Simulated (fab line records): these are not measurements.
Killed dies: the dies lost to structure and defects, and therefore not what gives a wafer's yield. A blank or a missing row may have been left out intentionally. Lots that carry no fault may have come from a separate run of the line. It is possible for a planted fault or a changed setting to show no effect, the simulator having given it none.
fab line records / flow rit-cmos
[record] lots = 5 wafers = 15 last-day = 7
route steps=202 shown M1@189
lots untouched by any fault: they come from a run of this same line in which no faults occurred
start-h: hours from the record's opening day to when the first of the lot's shown wafers began / wait-h: how many hours have passed since the lot's step before this one / " repeats the value in the row above / L1.1+2: a single row standing in for several wafers / - either no value or no given start / * or withheld: withheld / < > ~ a bound
route shown NAME@n: names a module that has steps shown in the file, with the first one's number in the route / usual: average and standard deviation across the fault-free wafers / same: alike in all rows / chamber/n: place in a boat / sites: the reading at each site / _std_site: the values' standard deviation / _edge_site: the outer-site mean with the inner-site mean subtracted / radius-mm: for every site, how far away it sits from the centre of the wafer / mask NAME#n: copy n / behind: the last tool/chamber to shape the wafer / hold: why the lot went on hold/how many hours it stayed there/how the hold came to an end / device: the n, p or np transistor that did not switch / end of line: tests run on the same wafers once the route is complete / a step with no rows: only its recipe / killed: the dies lost at the first sort to structure and to defects; this is not the yield of the wafer / map: the dies of a wafer, with x for killed, . for not killed, _ for no die there
set.NAME: the run value of the setting; set.NAME@STEP: its run value at that earlier step / model.NAME: the simulator's own value behind a step, which no gauge read
lots at some steps of the route; a table a step, a row a wafer
services: the hour from which a tool's chamber was out of use, counted from the record's first day as start-h (under 0 if before that day), plus the number of hours and why
[[steps]]
[step RIT_M1_SOFTBAKE_05]
[recipe] resist = NOVOLAK temp-c = 90 time-s = 60
lot.wafer=L076.2+3+6 tool=litho-track-01 chamber=0 start-h=74.41 wait-h=0.1
lot.wafer=L086.1+4+6 tool=litho-track-02 chamber=0 start-h=119.43 wait-h=0.1
lot.wafer=L088.3+4+6 tool=litho-track-01 chamber=0 start-h=131.59 wait-h=0.1
lot.wafer=L092.1+3+6 tool=litho-track-02 chamber=0 start-h=149.18 wait-h=0.1
lot.wafer=L096.2+4+5 tool=litho-track-02 chamber=0 start-h=165.57 wait-h=0.1
[step RIT_M1_EXPOSE_06]
[recipe] mask-id = M12 na = 0.6 source-shape = conventional sigma-outer = 0.5 target-cd-nm = 2600 dose-mj = 250
[same] sigma-outer = 0.5
lot.wafer=L076.2+3+6 tool=iline-stepper-01 chamber=0 start-h=74.68 wait-h=0.2 mask=M12#0
lot.wafer=L086.1+4+6 tool=iline-stepper-02 chamber=0 start-h=119.70 wait-h=0.2 mask=M12#0
lot.wafer=L088.3+4+6 tool=iline-stepper-01 chamber=0 start-h=131.73 wait-h=0.1 mask=M12#0
lot.wafer=L092.1+3+6 tool=iline-stepper-02 chamber=0 start-h=149.46 wait-h=0.2 mask=M12#0
lot.wafer=L096.2+4+5 tool=iline-stepper-02 chamber=0 start-h=165.71 wait-h=0.1 mask=M12#0
[step RIT_M1_PEB_07]
[recipe] resist = NOVOLAK temp-c = withheld time-s = withheld
lot.wafer=L076.2+3+6 tool=litho-track-01 chamber=0 start-h=74.81 wait-h=0.1
lot.wafer=L086.1+4+6 tool=litho-track-03 chamber=0 start-h=119.82 wait-h=0.1
lot.wafer=L088.3+4+6 tool=litho-track-02 chamber=0 start-h=132.00 wait-h=0.2
lot.wafer=L092.1+3+6 tool=litho-track-01 chamber=0 start-h=149.57 wait-h=0.1
lot.wafer=L096.2+4+5 tool=litho-track-02 chamber=0 start-h=165.84 wait-h=0.1
[step RIT_M1_DEVELOP_08]
[recipe] resist = NOVOLAK develop-time-s = 68 dev-temp-c = 23
lot.wafer=L076.2+3+6 tool=litho-track-01 chamber=0 start-h=- wait-h=-
lot.wafer=L086.1+4+6 tool=litho-track-03 chamber=0 start-h=- wait-h=-
lot.wafer=L088.3+4+6 tool=litho-track-02 chamber=0 start-h=- wait-h=-
lot.wafer=L092.1+3+6 tool=litho-track-01 chamber=0 start-h=- wait-h=-
lot.wafer=L096.2+4+5 tool=litho-track-02 chamber=0 start-h=- wait-h=-
[step RIT_M1_CD_MEAS_09]
[recipe] target-cd-nm = 2600
[usual] cd-nm = 2600.5/2.1
lot.wafer=L076.2 tool=cd-sem-01 chamber=- start-h=75.11 wait-h=- cd-nm=2604.0
lot.wafer=L076.3 tool=cd-sem-01 chamber=- start-h=75.11 wait-h=- cd-nm=2601.9
lot.wafer=L076.6 tool=cd-sem-01 chamber=- start-h=75.11 wait-h=- cd-nm=2601.6
lot.wafer=L086.1 tool=cd-sem-01 chamber=- start-h=120.13 wait-h=- cd-nm=2599.7
lot.wafer=L086.4 tool=cd-sem-01 chamber=- start-h=120.13 wait-h=- cd-nm=2599.2
lot.wafer=L086.6 tool=cd-sem-01 chamber=- start-h=120.13 wait-h=- cd-nm=2599.0
lot.wafer=L088.3 tool=cd-sem-02 chamber=- start-h=132.30 wait-h=- cd-nm=2599.9
lot.wafer=L088.4 tool=cd-sem-02 chamber=- start-h=132.30 wait-h=- cd-nm=2596.0
lot.wafer=L088.6 tool=cd-sem-02 chamber=- start-h=132.30 wait-h=- cd-nm=2598.0
lot.wafer=L092.1 tool=cd-sem-02 chamber=- start-h=149.89 wait-h=- cd-nm=2601.8
lot.wafer=L092.3 tool=cd-sem-02 chamber=- start-h=149.89 wait-h=- cd-nm=2603.6
lot.wafer=L092.6 tool=cd-sem-02 chamber=- start-h=149.89 wait-h=- cd-nm=2603.4
lot.wafer=L096.2 tool=cd-sem-02 chamber=- start-h=166.14 wait-h=- cd-nm=2600.8
lot.wafer=L096.4 tool=cd-sem-02 chamber=- start-h=166.14 wait-h=- cd-nm=2601.5
lot.wafer=L096.5 tool=cd-sem-02 chamber=- start-h=166.14 wait-h=- cd-nm=2601.4
[step RIT_M1_OVL_MEAS_10]
[usual] M1_OVL = -0.1/1.4
lot.wafer=L076.2 tool=overlay-02 chamber=- start-h=75.22 wait-h=0.1 M1_OVL[nm]=1.6
lot.wafer=L076.3 tool=overlay-02 chamber=- start-h=75.22 wait-h=0.1 M1_OVL[nm]=-0.1
lot.wafer=L076.6 tool=overlay-02 chamber=- start-h=75.22 wait-h=0.1 M1_OVL[nm]=0.1
lot.wafer=L086.1 tool=overlay-01 chamber=- start-h=120.25 wait-h=0.1 M1_OVL[nm]=2.0
lot.wafer=L086.4 tool=overlay-01 chamber=- start-h=120.25 wait-h=0.1 M1_OVL[nm]=0.9
lot.wafer=L086.6 tool=overlay-01 chamber=- start-h=120.25 wait-h=0.1 M1_OVL[nm]=1.3
lot.wafer=L088.3 tool=overlay-01 chamber=- start-h=132.40 wait-h=0.1 M1_OVL[nm]=-0.4
lot.wafer=L088.4 tool=overlay-01 chamber=- start-h=132.40 wait-h=0.1 M1_OVL[nm]=-0.2
lot.wafer=L088.6 tool=overlay-01 chamber=- start-h=132.40 wait-h=0.1 M1_OVL[nm]=-1.1
lot.wafer=L092.1 tool=overlay-01 chamber=- start-h=150.01 wait-h=0.1 M1_OVL[nm]=0.3
lot.wafer=L092.3 tool=overlay-01 chamber=- start-h=150.01 wait-h=0.1 M1_OVL[nm]=0.3
lot.wafer=L092.6 tool=overlay-01 chamber=- start-h=150.01 wait-h=0.1 M1_OVL[nm]=0.9
lot.wafer=L096.2 tool=overlay-01 chamber=- start-h=166.25 wait-h=0.1 M1_OVL[nm]=1.7
lot.wafer=L096.4 tool=overlay-01 chamber=- start-h=166.25 wait-h=0.1 M1_OVL[nm]=1.0
lot.wafer=L096.5 tool=overlay-01 chamber=- start-h=166.25 wait-h=0.1 M1_OVL[nm]=0.1
[step RIT_M1_HARDBAKE_11]
[recipe] resist = NOVOLAK temp-c = 140 time-s = 120
lot.wafer=L076.2+3+6 tool=litho-track-02 chamber=0 start-h=75.29 wait-h=0.1
lot.wafer=L086.1+4+6 tool=litho-track-01 chamber=0 start-h=120.29 wait-h=0.0
lot.wafer=L088.3+4+6 tool=litho-track-02 chamber=0 start-h=132.50 wait-h=0.1
lot.wafer=L092.1+3+6 tool=litho-track-02 chamber=0 start-h=150.04 wait-h=0.0
lot.wafer=L096.2+4+5 tool=litho-track-02 chamber=0 start-h=166.32 wait-h=0.1
[step RIT_M1_METAL_ETCH_12]
[recipe] stop-on = SiO2 chemistry = Cl2/BCl3 target = Al time-s = 165 over-etch-frac = 0.5 pressure-mtorr = 100 target-depth-a = 6000 rf-w = 250 Cl2_flow_sccm = 60 bcl3-flow-sccm = 50
[usual] chamber-pressure-mTorr = 99.99/0.1 drypump-motor-current-A = 5.6/0.49 oes-product-au = 0.776/0.01 throttle-valve-pct = 8.25/0.088
lot.wafer=L076.2 tool=rie-metal-02 chamber=1 start-h=75.50 wait-h=0.2 chamber-pressure-mTorr=99.93 drypump-motor-current-A=6.2 oes-product-au=0.794 rf-hours-counter-h=31 throttle-valve-pct=8.24
lot.wafer=L076.3 tool=rie-metal-02 chamber=0 start-h=75.50 wait-h=0.2 chamber-pressure-mTorr=100.04 drypump-motor-current-A=4.9 oes-product-au=0.791 rf-hours-counter-h=- throttle-valve-pct=8.33
lot.wafer=L076.6 tool=rie-metal-02 chamber=1 start-h=75.50 wait-h=0.2 chamber-pressure-mTorr=100.27 drypump-motor-current-A=6.2 oes-product-au=0.791 rf-hours-counter-h=- throttle-valve-pct=8.24
lot.wafer=L086.1 tool=rie-metal-04 chamber=0 start-h=120.54 wait-h=0.2 chamber-pressure-mTorr=100.06 drypump-motor-current-A=5.2 oes-product-au=0.776 rf-hours-counter-h=6 throttle-valve-pct=8.20
lot.wafer=L086.4 tool=rie-metal-04 chamber=1 start-h=120.54 wait-h=0.2 chamber-pressure-mTorr=100.14 drypump-motor-current-A=6.0 oes-product-au=0.780 rf-hours-counter-h=- throttle-valve-pct=8.36
lot.wafer=L086.6 tool=rie-metal-04 chamber=1 start-h=120.54 wait-h=0.2 chamber-pressure-mTorr=100.15 drypump-motor-current-A=6.0 oes-product-au=0.773 rf-hours-counter-h=- throttle-valve-pct=8.37
lot.wafer=L088.3 tool=rie-metal-02 chamber=0 start-h=132.72 wait-h=0.2 chamber-pressure-mTorr=100.02 drypump-motor-current-A=4.9 oes-product-au=0.788 rf-hours-counter-h=- throttle-valve-pct=8.34
lot.wafer=L088.4 tool=rie-metal-02 chamber=1 start-h=132.72 wait-h=0.2 chamber-pressure-mTorr=99.93 drypump-motor-current-A=6.2 oes-product-au=0.793 rf-hours-counter-h=- throttle-valve-pct=8.24
lot.wafer=L088.6 tool=rie-metal-02 chamber=0 start-h=132.72 wait-h=0.2 chamber-pressure-mTorr=100.02 drypump-motor-current-A=4.9 oes-product-au=0.782 rf-hours-counter-h=- throttle-valve-pct=8.33
lot.wafer=L092.1 tool=rie-metal-01 chamber=0 start-h=150.29 wait-h=0.2 chamber-pressure-mTorr=99.96 drypump-motor-current-A=5.5 oes-product-au=0.778 rf-hours-counter-h=2 throttle-valve-pct=8.26
lot.wafer=L092.3 tool=rie-metal-01 chamber=1 start-h=150.29 wait-h=0.2 chamber-pressure-mTorr=99.98 drypump-motor-current-A=6.2 oes-product-au=0.765 rf-hours-counter-h=- throttle-valve-pct=8.09
lot.wafer=L092.6 tool=rie-metal-01 chamber=1 start-h=150.29 wait-h=0.2 chamber-pressure-mTorr=99.95 drypump-motor-current-A=6.2 oes-product-au=0.769 rf-hours-counter-h=- throttle-valve-pct=8.09
lot.wafer=L096.2 tool=rie-metal-04 chamber=1 start-h=166.53 wait-h=0.2 chamber-pressure-mTorr=99.88 drypump-motor-current-A=6.0 oes-product-au=0.769 rf-hours-counter-h=4 throttle-valve-pct=8.37
lot.wafer=L096.4 tool=rie-metal-04 chamber=1 start-h=166.53 wait-h=0.2 chamber-pressure-mTorr=99.93 drypump-motor-current-A=6.0 oes-product-au=0.772 rf-hours-counter-h=- throttle-valve-pct=8.36
lot.wafer=L096.5 tool=rie-metal-04 chamber=0 start-h=166.53 wait-h=0.2 chamber-pressure-mTorr=99.99 drypump-motor-current-A=5.2 oes-product-au=0.776 rf-hours-counter-h=- throttle-valve-pct=8.22
[step RIT_M1_STRIP_13]
[recipe] chemistry = nmp resist = NOVOLAK temp-c = 80 time-s = 600 dry = n2-spin
lot.wafer=L076.2+3+6 tool=wet-bench-03 chamber=0 start-h=75.66 wait-h=0.1
lot.wafer=L086.1+4+6 tool=wet-bench-02 chamber=3 start-h=120.70 wait-h=0.1
lot.wafer=L088.3+4+6 tool=wet-bench-01 chamber=2 start-h=132.83 wait-h=0.1
lot.wafer=L092.1+3+6 tool=wet-bench-03 chamber=2 start-h=150.45 wait-h=0.1
lot.wafer=L096.2+4+5 tool=wet-bench-03 chamber=2 start-h=166.69 wait-h=0.1
[step RIT_M1_STRIP_14]
[recipe] chemistry = O2 time-s = 180 platen-temp-c = withheld power-w = 500 pressure-mtorr = 4000 o2-flow-sccm = 4000
[usual] chamber-pressure-mTorr = 4000/3.6 drypump-motor-current-A = 5.93/0.23
lot.wafer=L076.2 tool=plasma-asher-04 chamber=0 start-h=75.84 wait-h=0.0 chamber-pressure-mTorr=3998 drypump-motor-current-A=6.20 rf-hours-counter-h=27
lot.wafer=L076.3 tool=plasma-asher-04 chamber=1 start-h=75.84 wait-h=0.0 chamber-pressure-mTorr=3998 drypump-motor-current-A=6.19 rf-hours-counter-h=-
lot.wafer=L076.6 tool=plasma-asher-04 chamber=0 start-h=75.84 wait-h=0.0 chamber-pressure-mTorr=4000 drypump-motor-current-A=6.22 rf-hours-counter-h=-
lot.wafer=L086.1 tool=plasma-asher-03 chamber=1 start-h=120.89 wait-h=0.0 chamber-pressure-mTorr=4000 drypump-motor-current-A=5.64 rf-hours-counter-h=49
lot.wafer=L086.4 tool=plasma-asher-03 chamber=1 start-h=120.89 wait-h=0.0 chamber-pressure-mTorr=4003 drypump-motor-current-A=5.65 rf-hours-counter-h=-
lot.wafer=L086.6 tool=plasma-asher-03 chamber=0 start-h=120.89 wait-h=0.0 chamber-pressure-mTorr=4002 drypump-motor-current-A=5.77 rf-hours-counter-h=-
lot.wafer=L088.3 tool=plasma-asher-04 chamber=0 start-h=133.07 wait-h=0.1 chamber-pressure-mTorr=3997 drypump-motor-current-A=6.19 rf-hours-counter-h=-
lot.wafer=L088.4 tool=plasma-asher-04 chamber=1 start-h=133.07 wait-h=0.1 chamber-pressure-mTorr=4004 drypump-motor-current-A=6.17 rf-hours-counter-h=-
lot.wafer=L088.6 tool=plasma-asher-04 chamber=1 start-h=133.07 wait-h=0.1 chamber-pressure-mTorr=3998 drypump-motor-current-A=6.15 rf-hours-counter-h=-
lot.wafer=L092.1 tool=plasma-asher-04 chamber=0 start-h=150.80 wait-h=0.0 chamber-pressure-mTorr=3997 drypump-motor-current-A=6.21 rf-hours-counter-h=35
lot.wafer=L092.3 tool=plasma-asher-04 chamber=0 start-h=150.80 wait-h=0.0 chamber-pressure-mTorr=4002 drypump-motor-current-A=6.19 rf-hours-counter-h=-
lot.wafer=L092.6 tool=plasma-asher-04 chamber=0 start-h=150.80 wait-h=0.0 chamber-pressure-mTorr=3998 drypump-motor-current-A=6.22 rf-hours-counter-h=-
lot.wafer=L096.2 tool=plasma-asher-03 chamber=1 start-h=166.87 wait-h=0.0 chamber-pressure-mTorr=3999 drypump-motor-current-A=5.64 rf-hours-counter-h=54
lot.wafer=L096.4 tool=plasma-asher-03 chamber=1 start-h=166.87 wait-h=0.0 chamber-pressure-mTorr=3995 drypump-motor-current-A=5.62 rf-hours-counter-h=-
lot.wafer=L096.5 tool=plasma-asher-03 chamber=0 start-h=166.87 wait-h=0.0 chamber-pressure-mTorr=4000 drypump-motor-current-A=5.77 rf-hours-counter-h=-
[step RIT_M1_CD_MEAS_90]
[recipe] target-cd-nm = 2600
[usual] cd-nm = 2599.7/2.5
lot.wafer=L076.2 tool=cd-sem-02 chamber=- start-h=76.03 wait-h=0.1 cd-nm=2603.7
lot.wafer=L076.3 tool=cd-sem-02 chamber=- start-h=76.03 wait-h=0.1 cd-nm=2601.6
lot.wafer=L076.6 tool=cd-sem-02 chamber=- start-h=76.03 wait-h=0.1 cd-nm=2600.9
lot.wafer=L086.1 tool=cd-sem-02 chamber=- start-h=121.06 wait-h=0.1 cd-nm=2598.7
lot.wafer=L086.4 tool=cd-sem-02 chamber=- start-h=121.06 wait-h=0.1 cd-nm=2595.3
lot.wafer=L086.6 tool=cd-sem-02 chamber=- start-h=121.06 wait-h=0.1 cd-nm=2595.1
lot.wafer=L088.3 tool=cd-sem-02 chamber=- start-h=133.22 wait-h=0.1 cd-nm=2597.8
lot.wafer=L088.4 tool=cd-sem-02 chamber=- start-h=133.22 wait-h=0.1 cd-nm=2596.8
lot.wafer=L088.6 tool=cd-sem-02 chamber=- start-h=133.22 wait-h=0.1 cd-nm=2596.8
lot.wafer=L092.1 tool=cd-sem-02 chamber=- start-h=150.98 wait-h=0.1 cd-nm=2603.1
lot.wafer=L092.3 tool=cd-sem-02 chamber=- start-h=150.98 wait-h=0.1 cd-nm=2604.5
lot.wafer=L092.6 tool=cd-sem-02 chamber=- start-h=150.98 wait-h=0.1 cd-nm=2602.9
lot.wafer=L096.2 tool=cd-sem-01 chamber=- start-h=167.06 wait-h=0.1 cd-nm=2599.9
lot.wafer=L096.4 tool=cd-sem-01 chamber=- start-h=167.06 wait-h=0.1 cd-nm=2600.3
lot.wafer=L096.5 tool=cd-sem-01 chamber=- start-h=167.06 wait-h=0.1 cd-nm=2603.3
[step RIT_M1_ANNEAL_15]
[recipe] temp-c = 450 time-s = 1800 ambient = forming_gas_H2N2
[usual] spike-tc-load-C = 469.3/1.1
lot.wafer=L076.2 tool=furnace-02 chamber=0 start-h=76.13 wait-h=0.1 spike-tc-load-C=468.8
lot.wafer=L076.3 tool=furnace-02 chamber=0 start-h=76.13 wait-h=0.1 spike-tc-load-C=469.6
lot.wafer=L076.6 tool=furnace-02 chamber=0 start-h=76.13 wait-h=0.1 spike-tc-load-C=469.4
lot.wafer=L086.1 tool=furnace-02 chamber=0 start-h=121.18 wait-h=0.1 spike-tc-load-C=468.5
lot.wafer=L086.4 tool=furnace-02 chamber=0 start-h=121.18 wait-h=0.1 spike-tc-load-C=468.9
lot.wafer=L086.6 tool=furnace-02 chamber=0 start-h=121.18 wait-h=0.1 spike-tc-load-C=470.1
lot.wafer=L088.3 tool=furnace-02 chamber=0 start-h=133.30 wait-h=0.1 spike-tc-load-C=468.3
lot.wafer=L088.4 tool=furnace-02 chamber=0 start-h=133.30 wait-h=0.1 spike-tc-load-C=469.7
lot.wafer=L088.6 tool=furnace-02 chamber=0 start-h=133.30 wait-h=0.1 spike-tc-load-C=468.6
lot.wafer=L092.1 tool=furnace-02 chamber=0 start-h=151.10 wait-h=0.1 spike-tc-load-C=469.8
lot.wafer=L092.3 tool=furnace-02 chamber=0 start-h=151.10 wait-h=0.1 spike-tc-load-C=469.8
lot.wafer=L092.6 tool=furnace-02 chamber=0 start-h=151.10 wait-h=0.1 spike-tc-load-C=468.2
lot.wafer=L096.2 tool=furnace-02 chamber=0 start-h=167.16 wait-h=0.1 spike-tc-load-C=470.5
lot.wafer=L096.4 tool=furnace-02 chamber=0 start-h=167.16 wait-h=0.1 spike-tc-load-C=469.2
lot.wafer=L096.5 tool=furnace-02 chamber=0 start-h=167.16 wait-h=0.1 spike-tc-load-C=470.8
[step RIT_M1_BOW_MEAS_16]
[recipe] mode = bow
[usual] M1_BOW = 16/6.4
lot.wafer=L076.2 tool=film-metro-04 chamber=- start-h=77.65 wait-h=0.0 M1_BOW[um]=12
lot.wafer=L076.3 tool=film-metro-04 chamber=- start-h=77.65 wait-h=0.0 M1_BOW[um]=9
lot.wafer=L076.6 tool=film-metro-04 chamber=- start-h=77.65 wait-h=0.0 M1_BOW[um]=7
lot.wafer=L086.1 tool=film-metro-04 chamber=- start-h=122.68 wait-h=0.0 M1_BOW[um]=15
lot.wafer=L086.4 tool=film-metro-04 chamber=- start-h=122.68 wait-h=0.0 M1_BOW[um]=21
lot.wafer=L086.6 tool=film-metro-04 chamber=- start-h=122.68 wait-h=0.0 M1_BOW[um]=28
lot.wafer=L088.3 tool=film-metro-02 chamber=- start-h=134.84 wait-h=0.0 M1_BOW[um]=19
lot.wafer=L088.4 tool=film-metro-02 chamber=- start-h=134.84 wait-h=0.0 M1_BOW[um]=11
lot.wafer=L088.6 tool=film-metro-02 chamber=- start-h=134.84 wait-h=0.0 M1_BOW[um]=13
lot.wafer=L092.1 tool=film-metro-02 chamber=- start-h=152.60 wait-h=0.0 M1_BOW[um]=21
lot.wafer=L092.3 tool=film-metro-02 chamber=- start-h=152.60 wait-h=0.0 M1_BOW[um]=20
lot.wafer=L092.6 tool=film-metro-02 chamber=- start-h=152.60 wait-h=0.0 M1_BOW[um]=0
lot.wafer=L096.2 tool=film-metro-03 chamber=- start-h=168.68 wait-h=0.0 M1_BOW[um]=18
lot.wafer=L096.4 tool=film-metro-03 chamber=- start-h=168.68 wait-h=0.0 M1_BOW[um]=13
lot.wafer=L096.5 tool=film-metro-03 chamber=- start-h=168.68 wait-h=0.0 M1_BOW[um]=8
[step RIT_M1_PROBE_99]
[usual] defect-limited-yield = 97.4/1.2 killed-at-contacts = 0.1/0.36 killed-at-front-end = 7/3.1 killed-dies = 7/3.1 killed-open = 3.6/2.1 killed-short = 3.2/1.9 sort_bin_3_pad_short = 0.1/0.23 sort_bin_5_function = 1.4/0.77 sort_bin_6_memory = 1.0/0.68 sort-n-pass = 257/3.1 sort-yield-pct = 97.4/1.2
[same] gross-dies = 264 killed_at_M0_to_M3 = 0 killed_at_M4_up = 0 killed-at-back-side = 0 killed-at-other = 0
lot.wafer=L076.2 tool=prober-01 chamber=- start-h=77.80 wait-h=0.1 defect-limited-yield[%]=99.2 killed-at-contacts=0 killed-at-front-end=2 killed-dies=2 killed-open=1 killed-short=1 sort_bin_3_pad_short[%]=0 sort_bin_5_function[%]=0.8 sort_bin_6_memory[%]=0 sort-n-pass=262 sort-yield-pct[%]=99.2
lot.wafer=L076.3 tool=prober-01 chamber=- start-h=77.85 wait-h=0.2 defect-limited-yield[%]=95.8 killed-at-contacts=0 killed-at-front-end=11 killed-dies=11 killed-open=8 killed-short=3 sort_bin_3_pad_short[%]=0 sort_bin_5_function[%]=2.7 sort_bin_6_memory[%]=1.5 sort-n-pass=253 sort-yield-pct[%]=95.8
lot.wafer=L076.6 tool=prober-01 chamber=- start-h=78.00 wait-h=0.2 defect-limited-yield[%]=97.3 killed-at-contacts=0 killed-at-front-end=7 killed-dies=7 killed-open=3 killed-short=4 sort_bin_3_pad_short[%]=0 sort_bin_5_function[%]=1.9 sort_bin_6_memory[%]=0.8 sort-n-pass=257 sort-yield-pct[%]=97.3
lot.wafer=L086.1 tool=prober-01 chamber=- start-h=122.80 wait-h=0.1 defect-limited-yield[%]=95.5 killed-at-contacts=0 killed-at-front-end=12 killed-dies=12 killed-open=8 killed-short=4 sort_bin_3_pad_short[%]=0.4 sort_bin_5_function[%]=2.3 sort_bin_6_memory[%]=1.9 sort-n-pass=252 sort-yield-pct[%]=95.5
lot.wafer=L086.4 tool=prober-01 chamber=- start-h=122.95 wait-h=0.2 defect-limited-yield[%]=96.2 killed-at-contacts=0 killed-at-front-end=10 killed-dies=10 killed-open=6 killed-short=4 sort_bin_3_pad_short[%]=0 sort_bin_5_function[%]=3.0 sort_bin_6_memory[%]=0.8 sort-n-pass=254 sort-yield-pct[%]=96.2
lot.wafer=L086.6 tool=prober-01 chamber=- start-h=123.05 wait-h=0.2 defect-limited-yield[%]=98.1 killed-at-contacts=1 killed-at-front-end=4 killed-dies=5 killed-open=4 killed-short=1 sort_bin_3_pad_short[%]=0 sort_bin_5_function[%]=1.1 sort_bin_6_memory[%]=0.8 sort-n-pass=259 sort-yield-pct[%]=98.1
lot.wafer=L088.3 tool=prober-01 chamber=- start-h=135.02 wait-h=0.2 defect-limited-yield[%]=97.0 killed-at-contacts=1 killed-at-front-end=7 killed-dies=8 killed-open=5 killed-short=3 sort_bin_3_pad_short[%]=0.4 sort_bin_5_function[%]=0.8 sort_bin_6_memory[%]=1.9 sort-n-pass=256 sort-yield-pct[%]=97.0
lot.wafer=L088.4 tool=prober-01 chamber=- start-h=135.07 wait-h=0.2 defect-limited-yield[%]=100.0 killed-at-contacts=0 killed-at-front-end=0 killed-dies=0 killed-open=0 killed-short=0 sort_bin_3_pad_short[%]=0 sort_bin_5_function[%]=0 sort_bin_6_memory[%]=0 sort-n-pass=264 sort-yield-pct[%]=100.0
lot.wafer=L088.6 tool=prober-01 chamber=- start-h=135.17 wait-h=0.2 defect-limited-yield[%]=97.7 killed-at-contacts=0 killed-at-front-end=6 killed-dies=6 killed-open=5 killed-short=1 sort_bin_3_pad_short[%]=0.4 sort_bin_5_function[%]=1.9 sort_bin_6_memory[%]=0 sort-n-pass=258 sort-yield-pct[%]=97.7
lot.wafer=L092.1 tool=prober-01 chamber=- start-h=152.72 wait-h=0.1 defect-limited-yield[%]=97.3 killed-at-contacts=0 killed-at-front-end=7 killed-dies=7 killed-open=3 killed-short=4 sort_bin_3_pad_short[%]=0 sort_bin_5_function[%]=2.3 sort_bin_6_memory[%]=0.4 sort-n-pass=257 sort-yield-pct[%]=97.3
lot.wafer=L092.3 tool=prober-01 chamber=- start-h=152.82 wait-h=0.2 defect-limited-yield[%]=98.1 killed-at-contacts=1 killed-at-front-end=4 killed-dies=5 killed-open=1 killed-short=3 sort_bin_3_pad_short[%]=0 sort_bin_5_function[%]=1.1 sort_bin_6_memory[%]=0.8 sort-n-pass=259 sort-yield-pct[%]=98.1
lot.wafer=L092.6 tool=prober-01 chamber=- start-h=152.97 wait-h=0.2 defect-limited-yield[%]=98.9 killed-at-contacts=2 killed-at-front-end=1 killed-dies=3 killed-open=1 killed-short=0 sort_bin_3_pad_short[%]=0 sort_bin_5_function[%]=0.8 sort_bin_6_memory[%]=0.4 sort-n-pass=261 sort-yield-pct[%]=98.9
// killed by level:class
L076.2 FOX2:geometric-particle:short=1 GATE:geometric-particle:open=1
L076.3 FOX2:geometric-particle:open=4 FOX1:geometric-particle:short=3 FOX1:geometric-particle:open=2 GATE:geometric-particle:open=1 REOX:geometric-particle:open=1
L076.6 GATE:geometric-particle:short=2 REOX:geometric-particle:short=2 SILICIDE:geometric-particle:open=2 GATE:geometric-particle:open=1
L086.1 FOX1:geometric-particle:open=2 FOX2:geometric-particle:open=2 REOX:geometric-particle:open=2 FOX1:geometric-particle:short=1 FOX2:geometric-particle:short=1 GATE:geometric-particle:open=1 GATE:geometric-particle:short=1 SPACER:geometric-particle:open=1
L086.4 SPACER:geometric-particle:short=3 SILICIDE:geometric-particle:open=3 GATE:geometric-particle:open=2 FOX1:geometric-particle:short=1 SPACER:geometric-particle:open=1
L086.6 FOX1:geometric-particle:open=2 SPACER:geometric-particle:open=1 SILICIDE:geometric-particle:short=1 CONTACT:geometric-particle:open=1
L088.3 SPACER:geometric-particle:open=2 FOX1:geometric-particle:short=1 FOX2:geometric-particle:open=1 GATE:geometric-particle:short=1 CONTACT:geometric-particle:open=1 REOX:geometric-particle:open=1 SPACER:geometric-particle:short=1
L088.6 GATE:geometric-particle:open=3 FOX1:geometric-particle:open=1 FOX2:geometric-particle:open=1 SPACER:geometric-particle:short=1
L092.1 GATE:geometric-particle:open=2 GATE:geometric-particle:short=2 REOX:geometric-particle:short=1 SPACER:geometric-particle:short=1 SPACER:geometric-particle:open=1
L092.3 FOX1:geometric-particle:short=1 FOX2:geometric-particle:short=1 GATE:geometric-particle:open=1 SILICIDE:geometric-particle:short=1 CONTACT:coat-microbubble-printed=1
L092.6 CONTACT:coat-microbubble-printed=2 FOX1:geometric-particle:open=1
[[services]]
tool=rie-metal-01 chamber=- start-h=54.74 hours=2.6 kind=repair
tool=plasma-asher-04 chamber=- start-h=105.75 hours=0.9 kind=repair
tool=rie-metal-01 chamber=- start-h=117.87 hours=2.8 kind=pm
tool=iline-stepper-01 chamber=0 start-h=134.98 hours=- kind=calibration
tool=rie-metal-02 chamber=- start-h=136.12 hours=20.0 kind=pm
tool=rie-metal-02 chamber=0 start-h=136.12 hours=20.0 kind=vent-cycle
tool=rie-metal-02 chamber=1 start-h=136.12 hours=20.0 kind=vent-cycle
tool=rie-metal-02 chamber=0 start-h=156.12 hours=- kind=clean
tool=rie-metal-02 chamber=1 start-h=156.12 hours=- kind=clean
[[key]]
fault none
